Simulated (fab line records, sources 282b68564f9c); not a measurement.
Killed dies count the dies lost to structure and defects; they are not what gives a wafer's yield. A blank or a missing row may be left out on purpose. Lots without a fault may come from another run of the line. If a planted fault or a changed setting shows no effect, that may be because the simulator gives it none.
Which tool is to blame?	flow rit_cmos	7 lots, 21 wafers sampled, at 2 steps of a route of 202

== WHAT THE GAUGES SHOWED, per wafer ==
RIT_ACTIVE_THK_MEAS_02.
lot	measured	on	ACTIVE_OXIDE_THK (nm)
L612	day 1 17:03	film_metro-03	49.5 49.5 50.1
L615	day 2 08:47	film_metro-01	51.3 50.8 51.4
L619	day 3 04:04	film_metro-01	50.2 50.3 49.3
L621	day 3 14:13	film_metro-04	49.7 49.5 49.2
L627	day 4 20:13	film_metro-04	32.0 31.4 32.0
L632	day 5 21:04	film_metro-01	50.3 50.8 51.8
L634	day 6 07:05	film_metro-04	50.3 49.7 49.3

== EACH LOT AND THE TOOL THAT RAN IT (in order: tool; ch and the chambers of the sampled wafers; start) ==
lot	RIT_ACTIVE_OXIDATION_01
L612	furnace-01 ch 0, day 1 15:07
L615	furnace-03 ch 0, day 2 06:52
L619	furnace-03 ch 0, day 3 02:07
L621	furnace-03 ch 0, day 3 12:16
L627	furnace-01 ch 0, day 4 18:17
L632	furnace-03 ch 0, day 5 19:07
L634	furnace-04 ch 0, day 6 05:07
- RIT_ACTIVE_OXIDATION_01: target thk 46.8 nm, ox time 3360 s.

== THE ANSWER, worked out from the rows above alone ==
Rule: what is usual is taken from the lots themselves. Put in order of their means at a reading, lots are off if they are a third of the lots or fewer, leave a main group of 4 or more, and stand apart from it by a gap of 3 or more times the standard deviation of the main group's means; of several such gaps the widest counts. Not used: any main group whose means are identical at the precision the tables above print for the reading. A lot without any number at a reading at which 4 lots or more have one is off too. The other lots that the step has rows for count as sound.
Off: L627, seen at RIT_ACTIVE_THK_MEAS_02 (ACTIVE_OXIDE_THK). The main group has a mean of 50.2 nm with a standard deviation of 0.65.
If a tool, at a process step before that reading, ran all the lots that are off and no sound lot after the first of them, it fits. Those tools and the gauges at RIT_ACTIVE_THK_MEAS_02 are tried in the same way. One candidate fits, namely furnace-01 at RIT_ACTIVE_OXIDATION_01. A fault onset in the window from L612 (day 1 15:07, its last sound lot) to L627 (day 4 18:17, its first lot off) fits.

== WHAT THE SIMULATOR PUT IN ==
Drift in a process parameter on furnace-01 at RIT_ACTIVE_OXIDATION_01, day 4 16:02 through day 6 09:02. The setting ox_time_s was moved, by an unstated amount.
Lots struck among those shown: L627. The rule above reached the same finding.
